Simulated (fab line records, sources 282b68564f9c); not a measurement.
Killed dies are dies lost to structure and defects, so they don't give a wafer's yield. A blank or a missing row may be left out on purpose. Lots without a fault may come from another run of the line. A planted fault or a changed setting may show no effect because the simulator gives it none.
fab line records | flow rit_cmos
record lots=14 wafers=42 last_day=7
route steps=202 shown NLDD@113 PLDD@120 NSD@138 PSD@148 M1@202
lots that met no fault: from a run of the same line without faults
start_h: hours from the record's first day to the start of the lot's first wafer shown | wait_h: hours since the lot's step before | " the same as in the row above | L1.1+2: a row that stands for several wafers | - no value, or no start given | * or withheld: withheld | < > ~ a bound
route shown NAME@n: a module of which the file shows steps, and the number in the route of the first | usual: mean/standard deviation of fault-free wafers | same: alike in all rows | chamber/n: place in a boat | sites: the reading at each site | _std_site: their standard deviation | _edge_site: outer sites' mean less inner sites' | radius_mm: how far each site lies from the wafer's centre | mask NAME#n: copy n | behind: the tool/chamber that last shaped the wafer | hold: why the lot was held/for how many hours/how that ended | device: the transistor (n, p or np) that didn't switch | end of line: the same wafers' tests at the end of the route | a step without rows: its recipe alone | killed: dies lost to structure and defects at the first sort, not the wafer's yield | map: a wafer's dies, x killed, . not, _ none there
set.NAME: the setting as run; set.NAME@STEP: as run at that earlier step | model.NAME: the simulator's own value behind a step, which no gauge read
steps of the route over a sample of lots; a table a step, a row a wafer
## steps
# step RIT_NLDD_TW_MEAS_10
# usual NLDD_TW=2492/35
# columns lot.wafer tool chamber start_h wait_h NLDD_TW
L160.3 film_metro-02 - 47.68 0.1 2542
L160.4 " - " " 2529
L160.5 " - " " 2525
L161.2 film_metro-02 - 48.14 0.1 2510
L161.4 " - " " 2528
L161.6 " - " " 2532
L162.1 film_metro-04 - 57.05 0.1 2466
L162.2 " - " " 2474
L162.4 " - " " 2476
L163.3 film_metro-03 - 58.77 0.1 2462
L163.4 " - " " 2452
L163.5 " - " " 2460
L164.1 film_metro-02 - 66.13 0.1 2525
L164.3 " - " " 2513
L164.6 " - " " 2535
L165.4 film_metro-04 - 67.74 0.1 2452
L165.5 " - " " 2458
L165.6 " - " " 2462
L173.1 film_metro-02 - 106.13 0.1 2522
L173.3 " - " " 2531
L173.6 " - " " 2541
L174.2 film_metro-02 - 112.14 0.1 2533
L174.4 " - " " 2531
L174.5 " - " " 2536
L176.2 film_metro-04 - 121.89 0.1 2448
L176.5 " - " " 2463
L176.6 " - " " 2460
L179.2 film_metro-03 - 137.29 0.1 2467
L179.3 " - " " 2457
L179.4 " - " " 2462
L180.1 film_metro-02 - 142.66 0.1 2546
L180.2 " - " " 2545
L180.5 " - " " 2521
L181.1 film_metro-04 - 147.05 0.1 2463
L181.4 " - " " 2463
L181.6 " - " " 2474
L182.2 film_metro-04 - 152.83 0.1 2473
L182.3 " - " " 2470
L182.6 " - " " 2456
L183.1 film_metro-04 - 156.08 0.1 2462
L183.2 " - " " 2479
L183.5 " - " " 2463
# step RIT_PLDD_OVL_MEAS_06
# usual PLDD_OVL=-1.4/1.3
# columns lot.wafer tool chamber start_h wait_h PLDD_OVL[nm]
L160.3 overlay-02 - 48.58 - -1.0
L160.4 " - " " -0.6
L160.5 " - " " -1.9
L161.2 overlay-01 - 49.17 - -0.7
L161.4 " - " " -1.2
L161.6 " - " " -1.8
L162.1 overlay-01 - 57.98 - -3.3
L162.2 " - " " -3.6
L162.4 " - " " -4.6
L163.3 overlay-02 - 59.67 - -1.5
L163.4 " - " " 1.8
L163.5 " - " " -0.7
L164.1 overlay-01 - 67.04 - 0.0
L164.3 " - " " -1.5
L164.6 " - " " -0.7
L165.4 overlay-02 - 68.76 - -0.1
L165.5 " - " " -1.2
L165.6 " - " " -1.3
L173.1 overlay-01 - 107.16 - -0.8
L173.3 " - " " -2.3
L173.6 " - " " -1.2
L174.2 overlay-01 - 113.17 - -2.6
L174.4 " - " " -3.0
L174.5 " - " " -1.8
L176.2 overlay-01 - 123.01 - -0.8
L176.5 " - " " -1.4
L176.6 " - " " -1.3
L179.2 overlay-02 - 138.32 - -2.1
L179.3 " - " " -2.0
L179.4 " - " " -1.2
L180.1 overlay-01 - 143.72 - -1.3
L180.2 " - " " -2.3
L180.5 " - " " -2.5
L181.1 overlay-02 - 148.03 - -1.5
L181.4 " - " " -1.6
L181.6 " - " " -0.2
L182.2 overlay-02 - 153.86 - 0.7
L182.3 " - " " -0.1
L182.6 " - " " 0.3
L183.1 overlay-02 - 157.11 - -0.7
L183.2 " - " " -0.6
L183.5 " - " " -0.6
# step RIT_NSD_HARDBAKE_07
# recipe resist=NOVOLAK temp_c=140 time_s=60
# usual heater_power_total_W=62.55/0.048 plate_temp_C=139.99/0.13
# columns lot.wafer tool chamber start_h wait_h heater_power_total_W plate_temp_C
L160.3 litho_track-01 0 52.64 0.1 62.55 139.94
L160.4 " 0 " " 62.57 139.74
L160.5 " 0 " " 62.51 140.03
L161.2 litho_track-03 0 54.66 0.0 62.54 140.02
L161.4 " 0 " " 62.57 140.01
L161.6 " 0 " " 62.52 140.00
L162.1 litho_track-01 0 63.03 0.0 62.50 139.98
L162.2 " 0 " " 62.58 140.07
L162.4 " 0 " " 62.48 140.04
L163.3 litho_track-03 0 64.58 0.1 62.61 139.93
L163.4 " 0 " " 62.64 139.95
L163.5 " 0 " " 62.55 139.93
L164.1 litho_track-01 0 71.20 0.2 62.50 139.78
L164.3 " 0 " " 62.58 139.97
L164.6 " 0 " " 62.54 139.70
L165.4 litho_track-03 0 73.27 0.1 62.58 140.01
L165.5 " 0 " " 62.53 139.87
L165.6 " 0 " " 62.60 139.99
L173.1 litho_track-03 0 111.23 0.1 61.48 138.13
L173.3 " 0 " " 61.42 138.19
L173.6 " 0 " " 61.52 138.24
L174.2 litho_track-03 0 117.14 0.0 61.52 138.29
L174.4 " 0 " " 61.49 138.29
L174.5 " 0 " " 61.55 138.11
L176.2 litho_track-04 0 128.23 0.0 62.51 140.27
L176.5 " 0 " " 62.53 140.01
L176.6 " 0 " " 62.51 140.01
L179.2 litho_track-01 0 142.48 0.0 62.62 140.09
L179.3 " 0 " " 62.46 140.04
L179.4 " 0 " " 62.65 140.17
L180.1 litho_track-04 0 147.79 0.0 62.56 139.88
L180.2 " 0 " " 62.54 139.92
L180.5 " 0 " " 62.65 139.91
L181.1 litho_track-04 0 152.11 0.0 62.57 139.91
L181.4 " 0 " " 62.45 140.03
L181.6 " 0 " " 62.49 140.12
L182.2 litho_track-01 0 158.03 0.0 62.54 140.10
L182.3 " 0 " " 62.47 140.10
L182.6 " 0 " " 62.53 140.17
L183.1 litho_track-04 0 161.19 0.0 62.54 139.93
L183.2 " 0 " " 62.52 139.84
L183.5 " 0 " " 62.51 139.77
# step RIT_PSD_OVL_MEAS_06
# usual PSD_OVL=0.9/1.4
# columns lot.wafer tool chamber start_h wait_h PSD_OVL[nm]
L160.3 overlay-01 - 54.13 - 0.1
L160.4 " - " " -1.1
L160.5 " - " " -0.4
L161.2 overlay-02 - 56.02 - -1.0
L161.4 " - " " -0.9
L161.6 " - " " -0.4
L162.1 overlay-01 - 64.41 - 1.0
L162.2 " - " " 0.6
L162.4 " - " " 1.0
L163.3 overlay-02 - 66.07 - 1.8
L163.4 " - " " 0.7
L163.5 " - " " 1.5
L164.1 overlay-01 - 72.71 - -0.9
L164.3 " - " " -2.3
L164.6 " - " " -0.5
L165.4 overlay-01 - 74.72 - 0.2
L165.5 " - " " -1.2
L165.6 " - " " 0.6
L173.1 overlay-02 - 112.74 - -0.2
L173.3 " - " " -0.2
L173.6 " - " " 1.3
L174.2 overlay-02 - 118.51 - 0.7
L174.4 " - " " -0.7
L174.5 " - " " -0.1
L176.2 overlay-02 - 129.60 - 2.7
L176.5 " - " " 3.1
L176.6 " - " " 3.9
L179.2 overlay-02 - 143.97 - 1.9
L179.3 " - " " 1.5
L179.4 " - " " 3.6
L180.1 overlay-02 - 149.30 - 0.8
L180.2 " - " " 2.6
L180.5 " - " " 2.4
L181.1 overlay-01 - 153.49 - 2.2
L181.4 " - " " 3.3
L181.6 " - " " 2.8
L182.2 overlay-01 - 159.40 - -0.8
L182.3 " - " " -0.5
L182.6 " - " " -0.6
L183.1 overlay-01 - 162.60 - -0.6
L183.2 " - " " -0.4
L183.5 " - " " 0.1
# step RIT_M1_PROBE_99
# usual killed_at_M0_to_M3=0.0/0.083 killed_at_contacts=0.1/0.24 killed_at_front_end=7.1/2.8 killed_dies=7.2/2.8 killed_open=3.6/2.1 killed_short=3.6/1.9
# same gross_dies=264 killed_at_M4_up=0 killed_at_back_side=0 killed_at_other=0
# columns lot.wafer tool chamber start_h wait_h killed_at_M0_to_M3 killed_at_contacts killed_at_front_end killed_dies killed_open killed_short
L160.3 prober-01 - 62.80 0.2 0 0 6 6 3 3
L160.4 prober-01 - 62.85 0.2 0 0 11 11 3 8
L160.5 prober-01 - 62.90 0.2 0 0 6 6 4 2
L161.2 prober-02 - 65.49 0.1 0 0 7 7 4 3
L161.4 prober-02 - 65.59 0.2 0 0 10 10 5 5
L161.6 prober-02 - 65.69 0.2 0 0 9 9 2 7
L162.1 prober-01 - 72.85 0.1 0 0 12 12 5 7
L162.2 prober-01 - 72.90 0.1 0 0 10 10 6 4
L162.4 prober-01 - 73.00 0.2 0 0 7 7 2 5
L163.3 prober-02 - 74.70 0.2 0 0 5 5 2 3
L163.4 prober-02 - 74.75 0.2 0 1 6 7 3 4
L163.5 prober-02 - 74.80 0.2 0 0 8 8 6 2
L164.1 prober-01 - 81.22 0.1 0 0 9 9 4 5
L164.3 prober-01 - 81.32 0.2 0 0 6 6 2 4
L164.6 prober-01 - 81.47 0.2 0 0 5 5 5 0
L165.4 prober-02 - 83.31 0.2 0 0 11 11 9 2
L165.5 prober-02 - 83.36 0.2 0 1 2 3 2 1
L165.6 prober-02 - 83.41 0.2 0 0 3 3 3 0
L173.1 prober-01 - 121.32 0.1 0 1 12 13 5 8
L173.3 prober-01 - 121.42 0.2 0 0 8 8 4 4
L173.6 prober-01 - 121.57 0.2 0 0 8 8 3 5
L174.2 prober-02 - 127.86 0.1 0 0 14 14 7 7
L174.4 prober-02 - 127.96 0.2 0 0 9 9 3 6
L174.5 prober-02 - 128.01 0.2 0 0 12 12 7 5
L176.2 prober-02 - 138.07 0.1 0 0 7 7 3 4
L176.5 prober-02 - 138.22 0.2 0 0 5 5 2 3
L176.6 prober-02 - 138.27 0.2 0 0 12 12 7 5
L179.2 prober-01 - 153.07 0.1 0 0 5 5 3 2
L179.3 prober-01 - 153.12 0.2 0 0 9 9 4 5
L179.4 prober-01 - 153.17 0.2 0 0 7 7 2 5
L180.1 prober-02 - 157.55 0.1 0 0 9 9 2 7
L180.2 prober-02 - 157.60 0.1 0 0 7 7 2 5
L180.5 prober-02 - 157.75 0.2 0 0 5 5 1 4
L181.1 prober-01 - 161.88 0.1 0 0 10 10 6 4
L181.4 prober-01 - 162.03 0.2 0 0 5 5 0 5
L181.6 prober-01 - 162.13 0.2 0 0 8 8 2 6
L182.2 prober-02 - 167.96 0.1 0 0 10 10 7 3
L182.3 prober-02 - 168.01 0.2 0 0 3 3 1 2
L182.6 prober-02 - 168.16 0.2 0 0 7 7 5 2
L183.1 prober-02 - 178.67 0.1 1 0 5 6 2 4
L183.2 prober-02 - 178.72 0.1 0 0 8 8 6 2
L183.5 prober-02 - 178.87 0.2 0 1 7 8 5 3
# killed by level:class
L160.3 SILICIDE:geometric_particle:open=2 FOX2:geometric_particle:short=1 GATE:geometric_particle:open=1 GATE:geometric_particle:short=1 REOX:geometric_particle:short=1
L160.4 GATE:geometric_particle:short=7 FOX1:geometric_particle:short=1 FOX1:geometric_particle:open=1 REOX:geometric_particle:open=1 SPACER:geometric_particle:open=1
L160.5 GATE:geometric_particle:open=3 SPACER:geometric_particle:short=2 FOX2:geometric_particle:open=1
L161.2 GATE:geometric_particle:open=2 REOX:geometric_particle:short=2 FOX1:geometric_particle:open=1 GATE:geometric_particle:short=1 REOX:geometric_particle:open=1
L161.4 GATE:geometric_particle:short=2 GATE:geometric_particle:open=2 FOX2:geometric_particle:short=1 FOX2:geometric_particle:open=1 REOX:geometric_particle:open=1 REOX:geometric_particle:short=1 SILICIDE:geometric_particle:open=1 SILICIDE:geometric_particle:short=1
L161.6 FOX1:geometric_particle:short=3 GATE:geometric_particle:open=2 GATE:geometric_particle:short=2 REOX:geometric_particle:short=2
L162.1 FOX1:geometric_particle:open=2 REOX:geometric_particle:short=2 SPACER:geometric_particle:short=2 SPACER:geometric_particle:open=2 FOX1:geometric_particle:short=1 FOX2:geometric_particle:short=1 GATE:geometric_particle:short=1 REOX:geometric_particle:open=1
L162.2 GATE:geometric_particle:open=3 REOX:geometric_particle:open=2 REOX:geometric_particle:short=2 FOX1:geometric_particle:short=1 SPACER:geometric_particle:open=1 SPACER:geometric_particle:short=1
L162.4 GATE:geometric_particle:short=3 FOX1:geometric_particle:short=1 REOX:geometric_particle:short=1 SPACER:geometric_particle:open=1 SILICIDE:geometric_particle:open=1
L163.3 FOX1:geometric_particle:short=2 SILICIDE:geometric_particle:open=2 SILICIDE:geometric_particle:short=1
L163.4 SPACER:geometric_particle:open=2 FOX1:geometric_particle:short=1 FOX1:geometric_particle:open=1 REOX:geometric_particle:short=1 SILICIDE:geometric_particle:short=1 CONTACT:geometric_particle:short=1
L163.5 SILICIDE:geometric_particle:open=3 GATE:geometric_particle:open=2 GATE:geometric_particle:short=1 REOX:geometric_particle:short=1 SPACER:geometric_particle:open=1
L164.1 SPACER:geometric_particle:short=2 SILICIDE:geometric_particle:open=2 FOX1:geometric_particle:open=1 FOX2:geometric_particle:short=1 GATE:geometric_particle:short=1 REOX:geometric_particle:open=1 SILICIDE:geometric_particle:short=1
L164.3 FOX2:geometric_particle:short=1 GATE:geometric_particle:short=1 SPACER:geometric_particle:open=1 SPACER:geometric_particle:short=1 SILICIDE:geometric_particle:short=1 SILICIDE:geometric_particle:open=1
L164.6 SPACER:geometric_particle:open=4 FOX1:geometric_particle:open=1
L165.4 GATE:geometric_particle:open=5 REOX:geometric_particle:open=2 FOX1:geometric_particle:open=1 GATE:geometric_particle:short=1 REOX:geometric_particle:short=1 SPACER:geometric_particle:open=1
L165.5 FOX2:geometric_particle:short=1 GATE:geometric_particle:open=1 CONTACT:geometric_particle:open=1
L165.6 REOX:geometric_particle:open=2 SILICIDE:geometric_particle:open=1
L173.1 GATE:geometric_particle:short=6 GATE:geometric_particle:open=2 FOX1:geometric_particle:short=1 FOX1:geometric_particle:open=1 SPACER:geometric_particle:short=1 SPACER:geometric_particle:open=1 CONTACT:geometric_particle:open=1
L173.3 FOX1:geometric_particle:short=2 REOX:geometric_particle:open=2 FOX1:geometric_particle:open=1 GATE:geometric_particle:short=1 GATE:geometric_particle:open=1 SPACER:geometric_particle:short=1
L173.6 GATE:geometric_particle:short=3 FOX1:geometric_particle:short=2 REOX:geometric_particle:open=2 GATE:geometric_particle:open=1
L174.2 FOX1:geometric_particle:open=3 FOX1:geometric_particle:short=3 REOX:geometric_particle:short=3 SILICIDE:geometric_particle:open=2 FOX2:geometric_particle:open=1 REOX:geometric_particle:open=1 SILICIDE:geometric_particle:short=1
L174.4 FOX1:geometric_particle:short=2 GATE:geometric_particle:short=2 FOX2:geometric_particle:open=1 REOX:geometric_particle:open=1 REOX:geometric_particle:short=1 SPACER:geometric_particle:short=1 SILICIDE:geometric_particle:open=1
L174.5 GATE:geometric_particle:open=4 GATE:geometric_particle:short=4 FOX1:geometric_particle:open=2 REOX:geometric_particle:short=1 SILICIDE:geometric_particle:open=1
L176.2 SPACER:geometric_particle:open=2 SILICIDE:geometric_particle:short=2 FOX2:geometric_particle:short=1 GATE:geometric_particle:open=1 SPACER:geometric_particle:short=1
L176.5 GATE:geometric_particle:open=1 GATE:geometric_particle:short=1 REOX:geometric_particle:short=1 REOX:geometric_particle:open=1 SILICIDE:geometric_particle:short=1
L176.6 GATE:geometric_particle:open=3 SPACER:geometric_particle:short=3 SPACER:geometric_particle:open=3 GATE:geometric_particle:short=1 SILICIDE:geometric_particle:short=1 SILICIDE:geometric_particle:open=1
L179.2 REOX:geometric_particle:open=3 FOX1:geometric_particle:short=2
L179.3 FOX1:geometric_particle:open=2 FOX2:geometric_particle:short=2 SILICIDE:geometric_particle:short=2 GATE:geometric_particle:open=1 REOX:geometric_particle:open=1 SPACER:geometric_particle:short=1
L179.4 FOX1:geometric_particle:short=2 GATE:geometric_particle:short=2 FOX1:geometric_particle:open=1 SPACER:geometric_particle:short=1 SPACER:geometric_particle:open=1
L180.1 FOX2:geometric_particle:short=3 GATE:geometric_particle:short=3 FOX1:geometric_particle:open=1 FOX2:geometric_particle:open=1 SPACER:geometric_particle:short=1
L180.2 GATE:geometric_particle:short=4 FOX2:geometric_particle:short=1 GATE:geometric_particle:open=1 SPACER:geometric_particle:open=1
L180.5 FOX2:geometric_particle:short=2 FOX1:geometric_particle:open=1 FOX1:geometric_particle:short=1 SPACER:geometric_particle:short=1
L181.1 GATE:geometric_particle:open=4 GATE:geometric_particle:short=2 FOX1:geometric_particle:open=1 FOX2:geometric_particle:open=1 SPACER:geometric_particle:short=1 SILICIDE:geometric_particle:short=1
L181.4 GATE:geometric_particle:short=2 FOX1:geometric_particle:short=1 SPACER:geometric_particle:short=1 SILICIDE:geometric_particle:short=1
L181.6 GATE:geometric_particle:short=2 GATE:geometric_particle:open=2 SPACER:geometric_particle:short=2 SILICIDE:geometric_particle:short=2
L182.2 GATE:geometric_particle:open=4 GATE:geometric_particle:short=2 FOX1:geometric_particle:open=1 REOX:geometric_particle:short=1 SPACER:geometric_particle:open=1 SILICIDE:geometric_particle:open=1
L182.3 FOX1:geometric_particle:short=1 FOX1:geometric_particle:open=1 REOX:geometric_particle:short=1
L182.6 GATE:geometric_particle:open=2 FOX1:geometric_particle:open=1 FOX2:geometric_particle:open=1 GATE:geometric_particle:short=1 REOX:geometric_particle:short=1 SILICIDE:geometric_particle:open=1
L183.1 GATE:geometric_particle:short=3 REOX:geometric_particle:open=2 M1:geometric_particle:short=1
L183.2 GATE:geometric_particle:open=3 GATE:geometric_particle:short=2 SPACER:geometric_particle:open=2 REOX:geometric_particle:open=1
L183.5 SILICIDE:geometric_particle:open=2 GATE:geometric_particle:open=1 REOX:geometric_particle:short=1 REOX:geometric_particle:open=1 SPACER:geometric_particle:open=1 SPACER:geometric_particle:short=1 CONTACT:geometric_particle:short=1
## key
first_sign step=RIT_NSD_HARDBAKE_07 reading=heater_power_total_W direction=down sigmas=22 usual=62.55 struck=61.50
effect step=RIT_NSD_HARDBAKE_07 reading=plate_temp_C direction=down sigmas=14 usual=* struck=*
met_at RIT_NSD_HARDBAKE_07
struck_lots L173,L174
tester_left_out L173,L174
not_acting_at RIT_NLDD_TW_MEAS_10,RIT_PLDD_OVL_MEAS_06,RIT_PSD_OVL_MEAS_06
onset_between 73.27 111.23
fault kind=process_parameter_drift tool=litho_track-03 chamber=- onset_h=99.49 steps=RIT_NSD_HARDBAKE_07 channel=temp_c offset=* shape=step end_h=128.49 acts_in=* stated=*
# tester_left_out: of these lots the tester's yield and bins aren't shown, on N5 and GAA mostly nor the transistor test; their killed dies are dies lost to structure and defects alone, not to doping, threshold or leakage, so they don't give the yield
